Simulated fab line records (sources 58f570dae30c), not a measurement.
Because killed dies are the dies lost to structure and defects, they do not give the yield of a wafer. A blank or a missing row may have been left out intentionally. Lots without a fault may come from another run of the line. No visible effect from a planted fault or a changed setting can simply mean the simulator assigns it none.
Struck lot and sound lot, side by side | flow berkeley-cmos170 | 43 steps out of a route of 331
Sound: these wafers, L615.2, L615.5, L615.6. Wafers L611.1, L611.2, L611.3 were the ones struck. The cause is given at the end.
For every step that has rows: the tool of each side, followed by ch and its chambers, followed by its first start. Under that, the readings that differ: sound wafers | struck wafers | difference of the means | sigmas: that difference in standard deviations of wafers without a fault.
alike: readings whose means differ by less than 2 such deviations, and words and numbers that are the same on both sides. not compared: withheld readings, readings that some wafer has no value for, bounds like >300 that may hide the same value, and numbers for which the record gives no deviation and whose values overlap.
The two part at a step that has a row with sigmas, a row that says differs or no value, or rows on one side only. Non-overlapping numbers with no deviation appear without sigmas and do not part them. A reading that every wafer of one side lacks parts them only if that side has two wafers or more.

first, 2 steps without rows for these wafers: UCB170_CONTACT_STRIP_06 (strips in O2); UCB170_CONTACT_CLEAN_07 (cleans in SPM, time 600 s).
UCB170_CONTACT_RTA_08: time 10 s.
  sound on rtp-anneal-01 ch 0, day 11 11:32; struck on rtp-anneal-01 ch 0, day 10 07:58
  alike: lamp-power-pct, wafer_temp_C_max
then, 6 steps without rows for these wafers: UCB170_CONTACT_COAT_09; UCB170_CONTACT_COAT_10 (resist thk 900 nm); UCB170_CONTACT_SOFTBAKE_11 (time 60 s); UCB170_CONTACT_EXPOSE_12 (exposes mask CONT, target cd 700 nm); UCB170_CONTACT_PEB_13; UCB170_CONTACT_DEVELOP_14 (develop time 45 s).
UCB170_CONTACT_CD_MEAS_15: the cd target is 700 nm.
  sound on cd-sem-01, day 11 12:55; struck on cd-sem-02, day 10 09:05
  alike: cd-nm
UCB170_CONTACT_OVL_MEAS_16:
  sound on overlay-01, day 11 13:01; struck on overlay-02, day 10 09:12
  alike: CONTACT_OVL
UCB170_CONTACT_ETCH_17: etches BARC in N2/H2.
  sound on rie-diel-01 ch 1,2, day 11 13:03; struck on rie-diel-04 ch 0,2,3, day 10 09:14
  alike: drypump-motor-current-A, oes-product-au, throttle-valve-pct
UCB170_CONTACT_ETCH_18: etches PSG in CHF3/CF4/Ar, stops on TiSi2, target depth 840 nm, time 195 s.
  sound on rie-diel-01 ch 1,2, day 11 13:00; struck on rie-diel-04 ch 0,2,3, day 10 09:00
  alike: CHF3_flow_sccm, drypump-motor-current-A, oes-product-au, throttle-valve-pct
  not compared: rf-hours-counter-h
then, 1 step without rows for these wafers: UCB170_CONTACT_STRIP_19 (strips in O2).
UCB170_CONTACT_CD_MEAS_90: the cd target is 700 nm.
  sound on cd-sem-01, day 11 13:20; struck on cd-sem-01, day 10 09:31
  alike: cd-nm
then, 2 steps without rows for these wafers: UCB170_CONTACT_CLEAN_20 (cleans in SPM, time 600 s); UCB170_M1_SPUTTER_00 (material Al, target thk 600 nm, time 80 s).
UCB170_M1_RS_MEAS_01: uses a four-point probe to measure.
  sound on film-metro-03, day 11 13:43; struck on film-metro-02, day 10 09:52
  alike: M1_AL_RS
UCB170_M1_THK_MEAS_02: measures by xrf.
  sound on film-metro-03, day 11 13:49; struck on film-metro-02, day 10 09:59
  alike: M1_AL_THK
then, 6 steps without rows for these wafers: UCB170_M1_COAT_03; UCB170_M1_COAT_04 (resist thk 900 nm); UCB170_M1_SOFTBAKE_05 (time 60 s); UCB170_M1_EXPOSE_06 (exposes mask METAL1, target cd 700 nm); UCB170_M1_PEB_07; UCB170_M1_DEVELOP_08 (develop time 45 s).
UCB170_M1_CD_MEAS_09: the cd target is 700 nm.
  sound on cd-sem-02, day 11 14:58; struck on cd-sem-01, day 10 11:04
  alike: cd-nm
UCB170_M1_OVL_MEAS_10:
  sound on overlay-01, day 11 15:04; struck on overlay-02, day 10 11:11
  alike: M1_OVL
then, 1 step without rows for these wafers: UCB170_M1_ETCH_11 (etches BARC in N2/H2).
UCB170_M1_METAL_ETCH_12: etches Al in Cl2/BCl3, stops on PSG, target depth 780 nm, time 130 s.
  sound on rie-metal-03 ch 0,1, day 11 15:08; struck on rie-metal-03 ch 0,1, day 10 11:16
  alike: drypump-motor-current-A, oes-product-au, throttle-valve-pct
  not compared: rf-hours-counter-h
UCB170_M1_STRIP_13: strips in O2.
  sound on plasma-asher-02 ch 0,1, day 11 15:16; struck on plasma-asher-02 ch 0,1, day 10 11:24
  alike: drypump-motor-current-A, oes-product-au
  not compared: rf-hours-counter-h
UCB170_M1_CD_MEAS_90: the cd target is 700 nm.
  sound on cd-sem-02, day 11 15:23; struck on cd-sem-01, day 10 11:30
  alike: cd-nm
then, 2 steps without rows for these wafers: UCB170_M1_ANNEAL_14 (time 1200 s); UCB170_V1_CVD_00 (deposits SiO2 from TEOS/O2, target thk 2000 nm, time 250 s).
UCB170_V1_THK_MEAS_01:
  sound on film-metro-01, day 11 17:16; struck on film-metro-03, day 10 13:07
  reading          | sound          | struck         | difference | sigmas
  V1_TEOS_THK (nm) | 2031 2054 2031 | 1979 1964 1968 | -68        | -3
UCB170_V1_CMP_02: polishes SiO2.
  sound on cmp-02 ch 0,2,3, day 11 17:28; struck on cmp-02 ch 0,2,3, day 10 13:10
  alike: head-pressure-psi, motor-current-A
UCB170_V1_BOW_MEAS_03:
  sound on film-metro-01, day 11 17:38; struck on film-metro-02, day 10 13:28
  alike: V1_BOW
UCB170_V1_THK_MEAS_04:
  sound on film-metro-01, day 11 17:45; struck on film-metro-02, day 10 13:35
  alike: V1_POLISHED_THK
then, 5 steps without rows for these wafers: UCB170_V1_CLEAN_05 (cleans in DIW); UCB170_V1_HMDS_06 (prime time 60 s); UCB170_V1_COAT_07 (resist thk 900 nm); UCB170_V1_SOFTBAKE_08 (time 60 s); UCB170_V1_EXPOSE_09 (exposes mask VIA1, target cd 700 nm).
UCB170_M3_PROBE_99:
  record: rows for the struck wafers here (prober-02, day 11 01:54), none for the sound ones

## WHERE THEY PART
At UCB170_V1_THK_MEAS_01 first; at UCB170_M3_PROBE_99 last (within this record only).

WHY: what had been put in by the simulator
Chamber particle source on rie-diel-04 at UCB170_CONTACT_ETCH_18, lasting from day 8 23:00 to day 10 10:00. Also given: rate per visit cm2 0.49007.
